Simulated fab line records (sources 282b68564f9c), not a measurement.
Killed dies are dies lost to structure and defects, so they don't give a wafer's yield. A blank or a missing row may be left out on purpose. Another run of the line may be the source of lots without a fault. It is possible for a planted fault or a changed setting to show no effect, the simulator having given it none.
Split-lot study :: flow rit_cmos :: on a route of 202 steps: 5 lots, 23 wafers read

== THE SPLIT ITSELF ==
At RIT_GATE_DEVELOP_15 (develop time 50 s), the setting dev_temp_c was moved away from the recipe's 23 C on 9 of the 23 wafers read, by -15.0% to +6.0%. This setting was run at the recipe's value on the other wafers.

== FROM THE SPLIT TO THE READING: what the file shows between them, 22 steps ==
- RIT_PLDD_SOFTBAKE_02: time 60 s (also split here: temp_c)
- RIT_PLDD_EXPOSE_03: exposes mask M8, target cd 40900 nm
- RIT_PLDD_PEB_04
- RIT_PLDD_DEVELOP_05: develop time 50 s
- RIT_PLDD_IMPLANT_08 (also split here: dose_cm2)
- RIT_NSD_COAT_01: resist thk 1000 nm (also split here: resist_thk_nm)
- RIT_NSD_SOFTBAKE_02: time 60 s
- RIT_NSD_EXPOSE_03: exposes mask M9, target cd 40700 nm
- RIT_NSD_DEVELOP_05: develop time 50 s
- RIT_NSD_HARDBAKE_07: time 60 s
- RIT_SDANNEAL_CLEAN_00: cleans in SC1, time 600 s (also split here: time_s)
- RIT_SDANNEAL_CLEAN_01: cleans in dHF, time 28.5 s
- RIT_SDANNEAL_CLEAN_02: cleans in SC2, time 600 s
- RIT_SDANNEAL_RS_MEAS_06: measures by four-point-probe
- RIT_CONTACT_COAT_03: resist thk 1000 nm (also split here: spin_rpm)
- RIT_M1_COAT_04: resist thk 1300 nm (also split here: resist_thk_nm)
- RIT_M1_SOFTBAKE_05: time 60 s
- RIT_M1_EXPOSE_06: exposes mask M12, target cd 2600 nm
- RIT_M1_PEB_07
- RIT_M1_DEVELOP_08: develop time 69.88 s
- RIT_M1_CD_MEAS_09: target cd 2600 nm
- RIT_M1_HARDBAKE_11: time 120 s

== THE READING ==
etest.nmos_0p15.drive_ua_um (the simulator's own value, which no gauge read), at RIT_M1_PROBE_99. The file does not state a usual value for it. Across the 14 wafers here that went through the recipe, the average is 469.7 and the standard deviation 15.

wafer: L074.1
tool, chamber at the split: litho_track-03, 0
dev_temp_c as run, C: 21.94
against the recipe: -4.6%
etest.nmos_0p15.drive_ua_um: 478.1
against lot-mates on the recipe: -19.4

wafer: L074.2
tool, chamber at the split: litho_track-03, 0
dev_temp_c as run, C: 21.94
against the recipe: -4.6%
etest.nmos_0p15.drive_ua_um: 488.5
against lot-mates on the recipe: -9.0

wafer: L074.3
tool, chamber at the split: litho_track-03, 0
dev_temp_c as run, C: 21.94
against the recipe: -4.6%
etest.nmos_0p15.drive_ua_um: 529.4
against lot-mates on the recipe: +31.9

wafer: L074.5
tool, chamber at the split: litho_track-03, 0
dev_temp_c as run, C: 23
against the recipe: recipe
etest.nmos_0p15.drive_ua_um: 498.6
against lot-mates on the recipe: -

wafer: L074.6
tool, chamber at the split: litho_track-03, 0
dev_temp_c as run, C: 23
against the recipe: recipe
etest.nmos_0p15.drive_ua_um: 496.3
against lot-mates on the recipe: -

wafer: L077.2
tool, chamber at the split: litho_track-04, 0
dev_temp_c as run, C: 23
against the recipe: recipe
etest.nmos_0p15.drive_ua_um: 435.2
against lot-mates on the recipe: -

wafer: L077.3
tool, chamber at the split: litho_track-04, 0
dev_temp_c as run, C: 23
against the recipe: recipe
etest.nmos_0p15.drive_ua_um: 469.7
against lot-mates on the recipe: -

wafer: L077.4
tool, chamber at the split: litho_track-04, 0
dev_temp_c as run, C: 19.54
against the recipe: -15.0%
etest.nmos_0p15.drive_ua_um: 535.8
against lot-mates on the recipe: +84.4

wafer: L077.5
tool, chamber at the split: litho_track-04, 0
dev_temp_c as run, C: 19.54
against the recipe: -15.0%
etest.nmos_0p15.drive_ua_um: 556.1
against lot-mates on the recipe: +104.7

wafer: L077.6
tool, chamber at the split: litho_track-04, 0
dev_temp_c as run, C: 23
against the recipe: recipe
etest.nmos_0p15.drive_ua_um: 449.3
against lot-mates on the recipe: -

wafer: L078.1
tool, chamber at the split: litho_track-04, 0
dev_temp_c as run, C: 23
against the recipe: recipe
etest.nmos_0p15.drive_ua_um: 468.4
against lot-mates on the recipe: -

wafer: L078.3
tool, chamber at the split: litho_track-04, 0
dev_temp_c as run, C: 23
against the recipe: recipe
etest.nmos_0p15.drive_ua_um: 465.7
against lot-mates on the recipe: -

wafer: L078.4
tool, chamber at the split: litho_track-04, 0
dev_temp_c as run, C: 24.37
against the recipe: +6.0%
etest.nmos_0p15.drive_ua_um: 431.3
against lot-mates on the recipe: -36.4

wafer: L078.5
tool, chamber at the split: litho_track-04, 0
dev_temp_c as run, C: 23
against the recipe: recipe
etest.nmos_0p15.drive_ua_um: 469
against lot-mates on the recipe: -

wafer: L078.6
tool, chamber at the split: litho_track-04, 0
dev_temp_c as run, C: 24.37
against the recipe: +6.0%
etest.nmos_0p15.drive_ua_um: 429.1
against lot-mates on the recipe: -38.6

wafer: L081.1
tool, chamber at the split: litho_track-03, 0
dev_temp_c as run, C: 24.25
against the recipe: +5.4%
etest.nmos_0p15.drive_ua_um: 437.2
against lot-mates on the recipe: -35.0

wafer: L081.2
tool, chamber at the split: litho_track-03, 0
dev_temp_c as run, C: 24.25
against the recipe: +5.4%
etest.nmos_0p15.drive_ua_um: 426.4
against lot-mates on the recipe: -45.8

wafer: L081.3
tool, chamber at the split: litho_track-03, 0
dev_temp_c as run, C: 23
against the recipe: recipe
etest.nmos_0p15.drive_ua_um: 475.5
against lot-mates on the recipe: -

wafer: L081.4
tool, chamber at the split: litho_track-03, 0
dev_temp_c as run, C: 23
against the recipe: recipe
etest.nmos_0p15.drive_ua_um: 464.3
against lot-mates on the recipe: -

wafer: L081.6
tool, chamber at the split: litho_track-03, 0
dev_temp_c as run, C: 23
against the recipe: recipe
etest.nmos_0p15.drive_ua_um: 476.7
against lot-mates on the recipe: -

wafer: L084.3
tool, chamber at the split: litho_track-04, 0
dev_temp_c as run, C: 23
against the recipe: recipe
etest.nmos_0p15.drive_ua_um: 475.8
against lot-mates on the recipe: -

wafer: L084.4
tool, chamber at the split: litho_track-04, 0
dev_temp_c as run, C: 23
against the recipe: recipe
etest.nmos_0p15.drive_ua_um: 467.9
against lot-mates on the recipe: -

wafer: L084.5
tool, chamber at the split: litho_track-04, 0
dev_temp_c as run, C: 23
against the recipe: recipe
etest.nmos_0p15.drive_ua_um: 464
against lot-mates on the recipe: -

FIT RESULTS
A straight line over all 23 wafers: etest.nmos_0p15.drive_ua_um changes by -5.58 for each +1% of dev_temp_c; r = -0.89; the points scatter about the line by 16.
The same after taking each lot's own level away (the mean of its wafers on the recipe; 23 wafers): -5.92 for each +1%; r = -0.91; scatter 15.
According to that fit, moving dev_temp_c by its largest amount changes the reading by 89.
From 451.40 to 497.45: that is the span of the lots' own levels, equal to 3.0 times the standard deviation above.
Hence the lot-to-lot level has little effect on the slope; both slopes agree.
Check: with one of the wafers moved furthest among these (-15.0%) left out of the fit, the line predicts +85.7 for it against its lot-mates. It came out at +84.4 against them.

== FURTHER SPLITS ON THESE WAFERS ==
Before the reading, these wafers also passed through other splits. Each is held against what the fit with the lots' levels taken away leaves over:
other split on the same wafers: RIT_ACTIVE_OXIDATION_01 temp_c
wafers away from the commonest value: 10
r with etest.nmos_0p15.drive_ua_um (lot level and that fit taken away): +0.09

other split on the same wafers: RIT_FOX2_OXIDATION_00 ox_time_s
wafers away from the commonest value: 15
r with etest.nmos_0p15.drive_ua_um (lot level and that fit taken away): +0.24

other split on the same wafers: RIT_NWELL_IMPLANT_08 energy_kev
wafers away from the commonest value: 10
r with etest.nmos_0p15.drive_ua_um (lot level and that fit taken away): -0.14

other split on the same wafers: RIT_GATE_COAT_11 resist_thk_nm
wafers away from the commonest value: 5
r with etest.nmos_0p15.drive_ua_um (lot level and that fit taken away): -0.20

other split on the same wafers: RIT_PLDD_SOFTBAKE_02 temp_c
wafers away from the commonest value: 9
r with etest.nmos_0p15.drive_ua_um (lot level and that fit taken away): +0.36

other split on the same wafers: RIT_PLDD_IMPLANT_08 dose_cm2
wafers away from the commonest value: 7
r with etest.nmos_0p15.drive_ua_um (lot level and that fit taken away): +0.20

other split on the same wafers: RIT_NSD_COAT_01 resist_thk_nm
wafers away from the commonest value: 11
r with etest.nmos_0p15.drive_ua_um (lot level and that fit taken away): -0.14

other split on the same wafers: RIT_SDANNEAL_CLEAN_00 time_s
wafers away from the commonest value: 15
r with etest.nmos_0p15.drive_ua_um (lot level and that fit taken away): +0.32

other split on the same wafers: RIT_CONTACT_COAT_03 spin_rpm
wafers away from the commonest value: 5
r with etest.nmos_0p15.drive_ua_um (lot level and that fit taken away): +0.12

other split on the same wafers: RIT_M1_COAT_04 resist_thk_nm
wafers away from the commonest value: 6
r with etest.nmos_0p15.drive_ua_um (lot level and that fit taken away): +0.03

== THE WHOLE CHAIN: every reading that the file lists as answering this split, in the file's order ==
step: RIT_M1_PROBE_99
what it does: 
reading: etest.pmos_0p15.r_on_ohm_um (the simulator's own value, which no gauge read)
change (the file's fit): +32.1 for each +1% of the setting
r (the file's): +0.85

step: RIT_M1_PROBE_99
what it does: 
reading: etest.pmos_0p3.r_on_ohm_um (the simulator's own value, which no gauge read)
change (the file's fit): +31.1 for each +1% of the setting
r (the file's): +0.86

step: RIT_M1_PROBE_99
what it does: 
reading: etest.nmos_0p15.drive_ua_um (the simulator's own value, which no gauge read)
change (the file's fit): -5.98 for each +1% of the setting
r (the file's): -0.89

== FILE'S OWN FIT ==
etest.nmos_0p15.drive_ua_um changes by -5.98 for each +1% of dev_temp_c, r = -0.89.
